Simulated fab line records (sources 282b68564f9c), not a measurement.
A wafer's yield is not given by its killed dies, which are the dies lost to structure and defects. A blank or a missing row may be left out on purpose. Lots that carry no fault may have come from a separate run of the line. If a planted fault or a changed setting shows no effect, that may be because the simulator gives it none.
Which tool did it? + flow rit-cmos + 7 lots with 21 wafers sampled at 2 steps, on a route of 202 steps

== WHAT EACH GAUGE READ, for each wafer ==
RIT_NLDD_TW_MEAS_10.
| lot  | measured    | on            | NLDD_TW        |
|------|-------------|---------------|----------------|
| L524 | day 2 23:47 | film-metro-04 | 2508 2521 2503 |
| L526 | day 3 09:50 | film-metro-02 | 2517 2504 2519 |
| L528 | day 3 18:21 | film-metro-01 | 2473 2470 2468 |
| L532 | day 4 14:46 | film-metro-01 | 30 30 30       |
| L538 | day 5 21:26 | film-metro-04 | 2501 2510 2496 |
| L544 | day 7 02:37 | film-metro-02 | 2495 2500 2501 |
| L546 | day 7 12:09 | film-metro-01 | 2497 2489 2489 |

== WHAT TOOL EACH LOT RAN ON (gives the tool, then ch and the chambers of the sampled wafers, and finally the start) ==
| lot  | RIT_NLDD_DEVELOP_05              |
|------|----------------------------------|
| L524 | litho-track-02 ch 0, day 2 23:00 |
| L526 | litho-track-04 ch 0, day 3 09:00 |
| L528 | litho-track-03 ch 0, day 3 17:00 |
| L532 | litho-track-04 ch 0, day 4 14:00 |
| L538 | litho-track-03 ch 0, day 5 20:00 |
| L544 | litho-track-04 ch 0, day 7 01:00 |
| L546 | litho-track-04 ch 0, day 7 11:00 |
- RIT_NLDD_DEVELOP_05: develop time 50 s.

== THE ANSWER, worked out from the rows above alone ==
Rule: the lots themselves supply what counts as usual. The widest of any qualifying gaps counts: lots, ordered by their means at a reading, are off when they make up no more than a third of the lots, leave a main group of 4 or more, and stand apart from it by 3 or more times the standard deviation of that group's means. A main group is skipped when, at the precision printed for the reading in the tables above, its means are all equal. A lot without any number at a reading at which 4 lots or more have one is off too. Any other lot the step has rows for is counted as sound.
Off: L532, seen at RIT_NLDD_TW_MEAS_10 (NLDD_TW). Mean 2498 and standard deviation 14 in the main group.
A tool fits if, at a process step before that reading, it ran every lot that is off, and no sound lot after the first of them. Those tools and the gauges at RIT_NLDD_TW_MEAS_10 are tried in the same way. None of those tried fits.

== WHAT THE SIMULATOR HAD INSERTED ==
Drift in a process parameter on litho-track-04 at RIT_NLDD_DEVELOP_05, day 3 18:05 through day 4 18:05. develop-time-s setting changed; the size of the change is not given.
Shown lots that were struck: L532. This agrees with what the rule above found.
